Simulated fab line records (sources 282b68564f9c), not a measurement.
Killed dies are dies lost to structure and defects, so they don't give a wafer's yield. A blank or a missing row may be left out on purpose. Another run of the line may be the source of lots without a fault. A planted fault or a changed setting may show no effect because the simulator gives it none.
Which tool was responsible?    flow rit_cmos    route of 202 steps, sampled at 1 step: 15 lots, 45 wafers

## WHAT THE GAUGES SHOWED, per wafer
No reading from a measuring or inspecting step in the record can be judged against a usual standard deviation.

## WHAT TOOL EACH LOT RAN ON (gives the tool, then ch and the chambers of the sampled wafers, and finally the start)
lot   RIT_CONTACT_EXPOSE_05
L294  iline_stepper-02 ch 0, day 3 23:13
L295  iline_stepper-01 ch 0, day 4 00:18
L296  iline_stepper-02 ch 0, day 4 03:18
L297  iline_stepper-02 ch 0, day 4 09:55
L298  iline_stepper-01 ch 0, day 4 17:47
L302  iline_stepper-02 ch 0, day 5 09:39
L303  iline_stepper-02 ch 0, day 5 15:58
L306  iline_stepper-01 ch 0, day 6 06:43
L309  iline_stepper-02, day 6 17:42
L310  iline_stepper-02, day 7 03:00
L311  iline_stepper-01, day 7 08:06
L312  iline_stepper-02 ch 0, day 7 10:51
L313  iline_stepper-02 ch 0, day 7 16:05
L314  iline_stepper-02 ch 0, day 7 22:53
L315  iline_stepper-01 ch 0, day 8 05:17
- RIT_CONTACT_EXPOSE_05: exposes mask M11, target cd 1000 nm.

## WHAT THE TOOLS THEMSELVES READ (means of the sampled wafers that have a number; where no wafer has one, the mark that the record gives instead)
RIT_CONTACT_EXPOSE_05. Usual: exposure_dose_mJ_cm2 248.99, standard deviation 0.26; focus_offset_nm -0.1 nm, standard deviation 0.51.
lot   tool              exposure_dose_mJ_cm2  focus_offset_nm (nm)  flag
L294  iline_stepper-02  248.96                -0.1                  
L295  iline_stepper-01  249.54                0.4                   
L296  iline_stepper-02  248.77                0.1                   
L297  iline_stepper-02  248.92                0.0                   
L298  iline_stepper-01  248.95                0.6                   
L302  iline_stepper-02  248.96                -0.8                  
L303  iline_stepper-02  249.05                -0.7                  
L306  iline_stepper-01  248.71                0.4                   
L309  iline_stepper-02  -                     -                     OFF
L310  iline_stepper-02  -                     -                     OFF
L311  iline_stepper-01  -                     -                     OFF
L312  iline_stepper-02  248.85                0.4                   
L313  iline_stepper-02  249.14                -0.0                  
L314  iline_stepper-02  249.17                -0.2                  
L315  iline_stepper-01  249.06                0.1                   

## THE ANSWER, worked out from the rows above alone
Rule: take the mean of a lot's wafers that have a number; if it is more than 3 standard deviations from the usual mean, the lot is off. A lot without any number at a reading at which 4 lots or more have one is off too. All remaining lots with rows at the step are treated as sound. The gauges are gone through in route order, then the tools' own readings, and for those a lot's mean is taken as printed above. At the first step where some lot is off, the reading lying furthest off is the one used; lots without a number count as furthest.
Off, at RIT_CONTACT_EXPOSE_05 on exposure_dose_mJ_cm2: L309, L310, L311. Without a number there: L309, L310, L311.
If a tool, at that step or one of the process steps before it, ran each lot that is off and ran no sound lot following the first of them, it fits. No candidate that was tried fits.

## WHAT THE SIMULATOR HAD PUT IN
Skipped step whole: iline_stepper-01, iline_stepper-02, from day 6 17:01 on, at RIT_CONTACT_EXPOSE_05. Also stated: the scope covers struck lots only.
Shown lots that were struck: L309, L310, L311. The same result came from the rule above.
